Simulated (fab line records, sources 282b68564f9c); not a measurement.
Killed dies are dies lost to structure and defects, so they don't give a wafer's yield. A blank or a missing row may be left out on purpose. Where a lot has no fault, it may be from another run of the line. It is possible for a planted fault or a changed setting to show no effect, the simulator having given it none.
Shared-tool check ; flow rit cmos ; 15 lots, 54 wafers sampled

== WHY THIS WAS OPENED ==
RIT_PLDD_TW_MEAS_10, reading PLDD_TW: flagged on 3 of 15 lots. Wafers without a fault read 2335, standard deviation 22.
Rule: flag the lot when none of its wafers has a number, or when each of its wafers that has one lies beyond 4 standard deviations from that mean. As for the other lots, they are considered sound.

lot;measured;on;PLDD_TW, wafer by wafer;flag
L791;day 3 00:49;film metro-01;2343 2338 2334;
L792;day 3 10:35;film metro-02;2325 2318 2322;
L793;day 3 12:12;film metro-01;2349 2343 2355;
L794;day 3 16:02;film metro-03;2307 2303 2310;
L795;day 3 23:56;film metro-01;2348 2340 2330;
L797;day 4 07:19;film metro-02;2301 2306 2311;
L801;day 5 04:31;film metro-02;2317 2314 2308;
L803;day 5 13:49;film metro-01;2376 2355 2359;
L804;day 5 19:32;film metro-01;2355 2354 2346;
L805;day 5 23:13;film metro-01;2372 2347 2366;
L807;day 6 07:35;film metro-03;30 30 30 30 30 30;FLAGGED
L808;day 6 19:03;film metro-02;30 30 30 30 30 30;FLAGGED
L809;day 6 19:15;film metro-01;30 30 30 30 30 30;FLAGGED
L812;day 7 09:35;film metro-01;2342 2333 2343;
L813;day 7 14:59;film metro-02;2321 2304 2315;
Averaged over the flagged lots the numbers come to 30, -2305 from the usual (-99 or more standard deviations).

== LOT BY LOT: THE TOOL USED ==
The record keeps 1 process step preceding the reading, out of 202 steps on the route. In each cell: the tool, then ch and the chambers that the sampled wafers went through, then the start.
lot;flag;RIT_NLDD_STRIP_09
L791;;plasma asher-03 ch 0,1, day 2 23:13
L792;;plasma asher-03 ch 0, day 3 08:40
L793;;plasma asher-04 ch 0,1, day 3 10:34
L794;;plasma asher-03 ch 0,1, day 3 14:26
L795;;plasma asher-03 ch 0,1, day 3 22:20
L797;;plasma asher-02 ch 0,1, day 4 05:35
L801;;plasma asher-04 ch 0,1, day 5 02:43
L803;;plasma asher-04 ch 0,1, day 5 12:06
L804;;plasma asher-03 ch 0,1, day 5 17:42
L805;;plasma asher-03 ch 0,1, day 5 21:37
L807;FLAGGED;plasma asher-03 ch 0,1, day 6 05:48
L808;FLAGGED;plasma asher-03 ch 0,1, day 6 17:22
L809;FLAGGED;plasma asher-02 ch 0,1, day 6 17:38
L812;;plasma asher-04 ch 0, day 7 07:51
L813;;plasma asher-02 ch 0,1, day 7 13:15
These steps, and what they do:
- RIT_NLDD_STRIP_09: strips in O2, time 180 s.
- RIT_PLDD_TW_MEAS_10

== FLAGGED AGAINST TOTAL, ONE TOOL AT A TIME (gauges that did the reading follow at the end) ==
step;tool;lots run;flagged;share of the flagged lots;sound lots run after its first flagged lot
RIT_NLDD_STRIP_09;plasma asher-02;3;1;some;1 (L813)
RIT_NLDD_STRIP_09;plasma asher-03;8;2;some;0
RIT_NLDD_STRIP_09;plasma asher-04;4;0;none;-
RIT_PLDD_TW_MEAS_10;film metro-01;8;1;some;1 (L812)
RIT_PLDD_TW_MEAS_10;film metro-02;5;1;some;1 (L813)
RIT_PLDD_TW_MEAS_10;film metro-03;2;1;some;0

== WHAT THE TABLE PERMITS ==
No row of the table ran every flagged lot.

== WHAT THE SIMULATOR PUT IN ==
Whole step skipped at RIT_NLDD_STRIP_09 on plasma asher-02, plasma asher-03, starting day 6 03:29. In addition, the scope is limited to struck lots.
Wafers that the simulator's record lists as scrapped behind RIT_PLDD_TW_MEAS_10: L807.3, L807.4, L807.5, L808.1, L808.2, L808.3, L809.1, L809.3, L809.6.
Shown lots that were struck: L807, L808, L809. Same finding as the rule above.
